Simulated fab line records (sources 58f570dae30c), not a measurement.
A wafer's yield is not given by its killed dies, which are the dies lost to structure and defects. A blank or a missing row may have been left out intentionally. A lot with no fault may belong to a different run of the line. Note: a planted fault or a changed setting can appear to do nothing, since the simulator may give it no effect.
Matching of chambers    flow berkeleyCmos170    UCB170_V2_ETCH_14 on rieDiel-04: 4 sister chambers
The step etches SiO2 in CHF3/CF4/Ar, stops on Al, target depth 1250 nm, time 291 s. 16 wafers are shown with their chamber, then 8 later ones without.

WAFERS PAIRED WITH THEIR CHAMBERS
wafer   chamber  throttleValvePct (%)  drypumpMotorCurrentA (A)  oesProductAu (a.u.)
L265.1  1        7.10                  5.58                      0.876
L265.3  0        6.78                  5.72                      0.907
L265.6  1        7.12                  5.59                      0.882
L264.1  1        7.11                  5.57                      0.877
L264.3  0        6.79                  5.73                      0.892
L264.5  3        6.93                  5.47                      0.876
L266.3  2        6.94                  5.80                      0.881
L266.5  1        7.11                  5.57                      0.879
L266.6  0        6.77                  5.72                      0.904
L268.3  1        7.11                  5.58                      0.884
L268.4  3        6.94                  5.49                      0.882
L268.6  0        6.77                  5.69                      0.905
L280.4  1        7.12                  5.58                      0.889
L280.5  0        6.75                  5.71                      0.903
L280.6  3        6.95                  5.50                      0.878
L279.1  2        6.95                  5.76                      0.878

SIGNATURES (averages over the wafers above)
reading               chamber 0  chamber 1  chamber 2  chamber 3  scatter within a chamber
throttleValvePct      6.7720     7.1117     6.9450     6.9400     0.0109
drypumpMotorCurrentA  5.7140     5.5783     5.7800     5.4867     0.0143
oesProductAu          0.90220    0.88117    0.87950    0.87867    0.00484
Rule: a wafer's distance from a chamber is the root of the sum, over the readings, of the square of ((its reading less the chamber's mean) divided by the reading's scatter). The wafer belongs to the nearest chamber; if the next one is less than 2 further off, it can't be placed. The scatter is the square root of a quotient: the sum, over the shown wafers, of each reading's squared deviation from its chamber's mean, divided by wafers minus chambers.

WAFERS MISSING THEIR CHAMBER
wafer   throttleValvePct (%)  drypumpMotorCurrentA (A)  oesProductAu (a.u.)
L279.4  7.11                  5.59                      0.886
L279.5  6.78                  5.69                      0.903
L287.2  6.94                  5.45                      0.886
L287.3  6.78                  5.74                      0.901
L287.6  6.79                  5.75                      0.906
L286.1  7.12                  5.58                      0.887
L286.4  7.11                  5.57                      0.874
L286.5  6.93                  5.50                      0.872

WHICH CHAMBER EACH WENT THROUGH
wafer   from the rows above  in truth
L279.4  1                    1
L279.5  0                    0
L287.2  3                    3
L287.3  0                    0
L287.6  0                    0
L286.1  1                    1
L286.4  1                    1
L286.5  3                    3
Correct placement for 8 of the 8. Left unplaced by these rows: 0. Placed wrongly: 0.
